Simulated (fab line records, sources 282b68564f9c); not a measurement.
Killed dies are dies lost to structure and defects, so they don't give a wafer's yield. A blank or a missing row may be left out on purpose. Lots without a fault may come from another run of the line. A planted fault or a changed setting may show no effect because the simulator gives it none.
Which tool did it? | flow rit_cmos | 10 lots, 30 wafers sampled, at 2 steps of a route of 202

WHAT THE GAUGES READ, wafer by wafer
The record holds no reading of a measuring or inspecting step that can be judged against a usual standard deviation.

WHICH TOOL RAN EACH LOT (tool, then ch and the chambers of the sampled wafers, then the start)
lot  | RIT_FOX2_OXIDATION_00        | RIT_M1_PROBE_99
L878 | furnace-03 ch 0, day 2 00:52 | -
L879 | furnace-01 ch 0, day 2 05:09 | -
L880 | furnace-04 ch 0, day 2 09:27 | -
L885 | furnace-01 ch 0, day 3 07:20 | -
L889 | furnace-01 ch 0, day 4 08:45 | -
L891 | furnace-04 ch 0, day 4 20:19 | prober-01, day 7 07:09
L898 | furnace-04 ch 0, day 6 08:49 | -
L899 | furnace-04 ch 0, day 6 14:15 | -
L900 | furnace-01 ch 0, day 6 14:50 | -
L901 | furnace-01 ch 0, day 6 14:50 | prober-01, day 8 14:37
- RIT_FOX2_OXIDATION_00: target thk 350.7 nm, ox time 1130 s.
- RIT_M1_PROBE_99

WHAT THE TOOLS THEMSELVES READ (means of the sampled wafers that have a number; where no wafer has one, the mark that the record gives instead)
RIT_FOX2_OXIDATION_00.
lot  | tool       | spike_tc_centre_C (C) | spike_tc_load_C (C) | spike_tc_source_C (C) | tube_center_temp_C (C) | tube_center_temp_C_max | zone_power_centre_pct (%) | zone_power_load_pct (%)
L878 | furnace-03 | 1102.9                | 1128                | 1119                  | 1100                   | 1102.8                 | 50                        | 42
L879 | furnace-01 | 1102.9                | 1125                | 1127                  | 1100                   | 1103.2                 | 53                        | 44
L880 | furnace-04 | 1101.3                | 1119                | 1121                  | 1100                   | 1102.6                 | 61                        | 51
L885 | furnace-01 | 1115.2                | 1140                | 1141                  | 1114                   | 1117.0                 | 53                        | 45
L889 | furnace-01 | 1116.4                | 1140                | 1141                  | 1114                   | 1116.6                 | 53                        | 45
L891 | furnace-04 | 1101.4                | 1118                | 1121                  | 1100                   | 1103.2                 | 62                        | 51
L898 | furnace-04 | 1100.9                | 1117                | 1120                  | 1100                   | 1102.9                 | 62                        | 51
L899 | furnace-04 | 1101.5                | 1119                | 1120                  | 1100                   | 1103.2                 | 62                        | 51
L900 | furnace-01 | 1102.9                | 1125                | 1128                  | 1100                   | 1102.5                 | 53                        | 44
L901 | furnace-01 | 1102.0                | 1126                | 1127                  | 1100                   | 1102.6                 | 53                        | 43

RIT_M1_PROBE_99.
lot  | tool      | killed_at_contacts | killed_at_front_end | killed_dies | killed_open | killed_short
L891 | prober-01 | 0.0                | 7.0                 | 7.0         | 4.7         | 2.3
L901 | prober-01 | 0.0                | 6.0                 | 6.0         | 4.0         | 2.0

THE ANSWER, worked out from the rows above alone
Rule: what is usual is taken from the lots themselves. Put in order of their means at a reading, lots are off if they are a third of the lots or fewer, leave a main group of 4 or more, and stand apart from it by a gap of 3 or more times the standard deviation of the main group's means; of several such gaps the widest counts. A main group whose means are all the same, to the digits that the tables above print for the reading, isn't used. A lot without any number at a reading at which 4 lots or more have one is off too. The other lots that the step has rows for count as sound. The gauges are gone through in route order, then the tools' own readings, and for those a lot's mean is taken as printed above. The first step at which some lot is off is used, and at that step the reading that is off furthest; a lot without a number counts as furthest.
Off: L885, L889, at RIT_FOX2_OXIDATION_00 (tube_center_temp_C_max). The main group: mean 1102.9, standard deviation 0.28.
A tool fits if, at that step or a process step before it, it ran every lot that is off, and no sound lot after the first of them. None of those tried fits.

WHAT THE SIMULATOR HAD PUT IN
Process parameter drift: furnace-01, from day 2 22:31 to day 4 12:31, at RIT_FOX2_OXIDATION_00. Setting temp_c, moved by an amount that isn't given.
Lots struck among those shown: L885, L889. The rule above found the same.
